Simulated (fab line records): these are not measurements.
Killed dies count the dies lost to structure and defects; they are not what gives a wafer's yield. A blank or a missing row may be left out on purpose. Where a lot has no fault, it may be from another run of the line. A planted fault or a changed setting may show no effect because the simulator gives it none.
Lot-split experiment || flow berkeley-cmos170 || 23 wafers read across 5 lots, on a route 331 steps long

## THE SPLIT
At UCB170_PLDD_EXPOSE_03 (exposes mask PSELECT, target cd 1200 nm), the setting dose-mj was moved away from the recipe's 30 on 5 of the 23 wafers read, by -6.8% to -6.0%. For the rest of the wafers, this setting stayed at what the recipe calls for.

## FROM THE SPLIT TO THE READING: what the file shows between them, 2 steps
- UCB170_PLDD_PEB_04
- UCB170_PLDD_DEVELOP_05: develop time 45 s

## THE READING
cd-nm (nm) at UCB170_PLDD_CD_MEAS_06, where the cd target is 1200 nm. Typical for fault-free wafers on this fab line: 1200.3 nm, with standard deviation 1.5 nm.

{"wafer": "L077.1", "tool, chamber at the split": "krf-scanner-01, 0", "dose-mj as run": 30, "against the recipe": "recipe", "cd-nm, nm": 1199.2, "against lot-mates on the recipe": "-"}
{"wafer": "L077.2", "tool, chamber at the split": "krf-scanner-01, 0", "dose-mj as run": 30, "against the recipe": "recipe", "cd-nm, nm": 1199.3, "against lot-mates on the recipe": "-"}
{"wafer": "L077.3", "tool, chamber at the split": "krf-scanner-01, 0", "dose-mj as run": 30, "against the recipe": "recipe", "cd-nm, nm": 1199.5, "against lot-mates on the recipe": "-"}
{"wafer": "L077.5", "tool, chamber at the split": "krf-scanner-01, 0", "dose-mj as run": 28.19, "against the recipe": "-6.0%", "cd-nm, nm": 1189.1, "against lot-mates on the recipe": -10.2}
{"wafer": "L077.6", "tool, chamber at the split": "krf-scanner-01, 0", "dose-mj as run": 28.19, "against the recipe": "-6.0%", "cd-nm, nm": 1188.8, "against lot-mates on the recipe": -10.5}
{"wafer": "L078.1", "tool, chamber at the split": "krf-scanner-01, 0", "dose-mj as run": 30, "against the recipe": "recipe", "cd-nm, nm": 1201.6, "against lot-mates on the recipe": "-"}
{"wafer": "L078.4", "tool, chamber at the split": "krf-scanner-01, 0", "dose-mj as run": 30, "against the recipe": "recipe", "cd-nm, nm": 1200.0, "against lot-mates on the recipe": "-"}
{"wafer": "L078.5", "tool, chamber at the split": "krf-scanner-01, 0", "dose-mj as run": 30, "against the recipe": "recipe", "cd-nm, nm": 1200.6, "against lot-mates on the recipe": "-"}
{"wafer": "L082.1", "tool, chamber at the split": "krf-scanner-02, 0", "dose-mj as run": 30, "against the recipe": "recipe", "cd-nm, nm": 1200.5, "against lot-mates on the recipe": "-"}
{"wafer": "L082.2", "tool, chamber at the split": "krf-scanner-02, 0", "dose-mj as run": 30, "against the recipe": "recipe", "cd-nm, nm": 1201.0, "against lot-mates on the recipe": "-"}
{"wafer": "L082.3", "tool, chamber at the split": "krf-scanner-02, 0", "dose-mj as run": 30, "against the recipe": "recipe", "cd-nm, nm": 1199.9, "against lot-mates on the recipe": "-"}
{"wafer": "L082.5", "tool, chamber at the split": "krf-scanner-02, 0", "dose-mj as run": 30, "against the recipe": "recipe", "cd-nm, nm": 1201.4, "against lot-mates on the recipe": "-"}
{"wafer": "L082.6", "tool, chamber at the split": "krf-scanner-02, 0", "dose-mj as run": 30, "against the recipe": "recipe", "cd-nm, nm": 1202.0, "against lot-mates on the recipe": "-"}
{"wafer": "L081.1", "tool, chamber at the split": "krf-scanner-02, 0", "dose-mj as run": 30, "against the recipe": "recipe", "cd-nm, nm": 1201.8, "against lot-mates on the recipe": "-"}
{"wafer": "L081.2", "tool, chamber at the split": "krf-scanner-02, 0", "dose-mj as run": 27.97, "against the recipe": "-6.8%", "cd-nm, nm": 1189.4, "against lot-mates on the recipe": -12.1}
{"wafer": "L081.3", "tool, chamber at the split": "krf-scanner-02, 0", "dose-mj as run": 27.97, "against the recipe": "-6.8%", "cd-nm, nm": 1188.4, "against lot-mates on the recipe": -13.1}
{"wafer": "L081.4", "tool, chamber at the split": "krf-scanner-02, 0", "dose-mj as run": 30, "against the recipe": "recipe", "cd-nm, nm": 1201.3, "against lot-mates on the recipe": "-"}
{"wafer": "L081.6", "tool, chamber at the split": "krf-scanner-02, 0", "dose-mj as run": 27.97, "against the recipe": "-6.8%", "cd-nm, nm": 1189.7, "against lot-mates on the recipe": -11.8}
{"wafer": "L085.1", "tool, chamber at the split": "krf-scanner-02, 0", "dose-mj as run": 30, "against the recipe": "recipe", "cd-nm, nm": 1200.2, "against lot-mates on the recipe": "-"}
{"wafer": "L085.2", "tool, chamber at the split": "krf-scanner-02, 0", "dose-mj as run": 30, "against the recipe": "recipe", "cd-nm, nm": 1202.3, "against lot-mates on the recipe": "-"}
{"wafer": "L085.3", "tool, chamber at the split": "krf-scanner-02, 0", "dose-mj as run": 30, "against the recipe": "recipe", "cd-nm, nm": 1200.9, "against lot-mates on the recipe": "-"}
{"wafer": "L085.4", "tool, chamber at the split": "krf-scanner-02, 0", "dose-mj as run": 30, "against the recipe": "recipe", "cd-nm, nm": 1199.7, "against lot-mates on the recipe": "-"}
{"wafer": "L085.5", "tool, chamber at the split": "krf-scanner-02, 0", "dose-mj as run": 30, "against the recipe": "recipe", "cd-nm, nm": 1199.9, "against lot-mates on the recipe": "-"}

THE FIT
A straight line over all 23 wafers: cd-nm changes by +1.77 nm for each +1% of dose-mj; r = +0.98; the points scatter about the line by 0.97 nm.
The same after taking each lot's own level away (the mean of its wafers on the recipe; 23 wafers): +1.79 nm for each +1%; r = +0.99; scatter 0.69 nm.
That fit puts the effect of the largest move of dose-mj on the reading at 12 nm.
From 1199.33 to 1201.55 nm: that is the span of the lots' own levels, equal to 1.5 times the standard deviation above.
So the lot-to-lot level changes the slope little: the two slopes agree.
Check: -12.1 nm against its lot-mates is what the line predicts for one of the wafers moved furthest among these (-6.8%) when that wafer is left out of the fit. Against them it came out at -12.1 nm.

## OTHER SPLITS ON THESE WAFERS
Before the reading, these wafers also passed through other splits. Each is held against what the fit with the lots' levels taken away leaves over:
{"other split on the same wafers": "UCB170_ZERO_COAT_01 resist-thk-nm", "wafers away from the commonest value": 10, "r with cd-nm (lot level and that fit taken away)": "+0.16"}
{"other split on the same wafers": "UCB170_ZERO_PEB_04 peb-temp-c", "wafers away from the commonest value": 8, "r with cd-nm (lot level and that fit taken away)": "+0.09"}
{"other split on the same wafers": "UCB170_NWELL_CVD_04 sih2cl2-flow-sccm", "wafers away from the commonest value": 10, "r with cd-nm (lot level and that fit taken away)": -0.16}
{"other split on the same wafers": "UCB170_PWELL_ETCH_14 rf-w", "wafers away from the commonest value": 10, "r with cd-nm (lot level and that fit taken away)": -0.19}
{"other split on the same wafers": "UCB170_ACTIVE_COAT_08 resist-thk-nm", "wafers away from the commonest value": 9, "r with cd-nm (lot level and that fit taken away)": -0.17}
{"other split on the same wafers": "UCB170_ACTIVE_ETCH_15 time-s", "wafers away from the commonest value": 9, "r with cd-nm (lot level and that fit taken away)": -0.18}
{"other split on the same wafers": "UCB170_FIELD_OXIDATION_01 temp-c", "wafers away from the commonest value": 10, "r with cd-nm (lot level and that fit taken away)": "+0.16"}
{"other split on the same wafers": "UCB170_PVT_IMPLANT_07 energy-kev", "wafers away from the commonest value": 8, "r with cd-nm (lot level and that fit taken away)": -0.07}

## FILE'S OWN FIT
cd-nm changes by +1.79 nm for each +1% of dose-mj, r = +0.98.
